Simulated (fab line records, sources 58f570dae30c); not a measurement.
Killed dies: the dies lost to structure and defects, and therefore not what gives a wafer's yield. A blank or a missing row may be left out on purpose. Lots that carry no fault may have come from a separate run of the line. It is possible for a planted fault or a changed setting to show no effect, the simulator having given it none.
Check for tools in common | flow berkeley cmos170 | Sampled: 15 lots, 45 wafers

WHAT PROMPTED THE OPENING
UCB170_V2_THK_MEAS_04, reading V2_POLISHED_THK: flagged on 3 of 15 lots. Wafers without a fault read 1001.0 nm, standard deviation 1.
Rule: a lot is flagged when every wafer of it that has a number lies more than 4 standard deviations from that mean, or none has a number. The rest of the lots are taken to be sound.

lot  | measured     | on            | V2_POLISHED_THK (nm), wafer by wafer | flag
L606 | day 7 12:55  | film metro-04 | 1000.0 997.7 999.3                   |
L605 | day 7 13:10  | film metro-02 | 1000.5 1000.4 1002.8                 |
L607 | day 8 07:03  | film metro-03 | 1000.9 1000.9 1000.6                 |
L608 | day 8 10:47  | film metro-03 | 1000.4 1000.3 1002.6                 |
L609 | day 8 17:59  | film metro-03 | 1000.6 1000.5 1002.4                 |
L611 | day 9 03:35  | film metro-04 | 1001.4 1000.7 1000.9                 |
L612 | day 9 03:47  | film metro-03 | 1000.7 999.5 999.6                   |
L613 | day 9 15:59  | film metro-04 | 999.6 1001.3 1002.5                  |
L614 | day 9 16:09  | film metro-02 | 1001.1 1001.5 1001.0                 |
L616 | day 10 08:46 | film metro-02 | 1001.3 1001.3 1001.8                 |
L615 | day 10 08:53 | film metro-03 | 1000.5 1001.0 1000.9                 |
L622 | day 11 03:43 | film metro-04 | 1250.8 1251.9 1250.7                 | FLAGGED
L623 | day 11 17:43 | film metro-02 | 1251.4 1251.0 1251.4                 | FLAGGED
L625 | day 11 22:04 | film metro-03 | 1250.9 1250.3 1251.4                 | FLAGGED
L626 | day 12 04:32 | film metro-02 | 1000.6 999.0 1000.7                  |
On average the flagged lots read 1251.1 nm, which is +250.1 nm against the usual, or +99 or more standard deviations.

TOOL THAT RAN EACH LOT
The record keeps 1 process step preceding the reading, out of 331 steps on the route. Each cell gives the tool, then ch followed by the chambers the sampled wafers passed through, then the start.
lot  | flag    | UCB170_V2_CMP_02
L606 |         | cmp-02 ch 1,3, day 7 12:31
L605 |         | cmp-01 ch 0,1, day 7 12:47
L607 |         | cmp-01 ch 2,3, day 8 06:39
L608 |         | cmp-02 ch 0,1,2, day 8 10:25
L609 |         | cmp-01 ch 0,2, day 8 17:32
L611 |         | cmp-02 ch 1,2, day 9 03:10
L612 |         | cmp-01 ch 0,3, day 9 03:25
L613 |         | cmp-02 ch 0,2,3, day 9 15:40
L614 |         | cmp-01 ch 0,3, day 9 15:44
L616 |         | cmp-01 ch 0,1,3, day 10 08:20
L615 |         | cmp-02 ch 0,2,3, day 10 08:31
L622 | FLAGGED | cmp-01 ch 0,2,3, day 11 03:20
L623 | FLAGGED | cmp-01 ch 0,1, day 11 17:17
L625 | FLAGGED | cmp-01 ch 1,2,3, day 11 21:44
L626 |         | cmp-02 ch 0,2,3, day 12 04:13
What the steps here do:
- UCB170_V2_CMP_02: polishes SiO2.
- UCB170_V2_THK_MEAS_04

FLAGGED OVER TOTAL, TOOL BY TOOL (the gauges that took the reading come last)
step                  | tool          | lots run | flagged | share of the flagged lots | sound lots run after its first flagged lot
UCB170_V2_CMP_02      | cmp-01        | 9        | 3       | all                       | 0
UCB170_V2_CMP_02      | cmp-02        | 6        | 0       | none                      | -
UCB170_V2_THK_MEAS_04 | film metro-02 | 5        | 1       | some                      | 1 (L626)
UCB170_V2_THK_MEAS_04 | film metro-03 | 6        | 1       | some                      | 0
UCB170_V2_THK_MEAS_04 | film metro-04 | 4        | 1       | some                      | 0

THE TABLE: WHAT IT ALLOWS
1 row of the table ran every flagged lot: cmp-01 at UCB170_V2_CMP_02.
- cmp-01 at UCB170_V2_CMP_02 ran 9 lots, 3 of them flagged. Last sound lot L616 at day 10 08:20, first flagged lot L622 at day 11 03:20; a fault beginning in between fits.
One tool is left: cmp-01 at UCB170_V2_CMP_02.

WHAT THE SIMULATOR HAD PUT IN
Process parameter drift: cmp-01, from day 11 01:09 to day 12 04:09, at UCB170_V2_CMP_02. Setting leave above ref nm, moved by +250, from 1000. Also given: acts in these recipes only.
Lots struck among those shown: L622, L623, L625. The rule above reached the same finding.
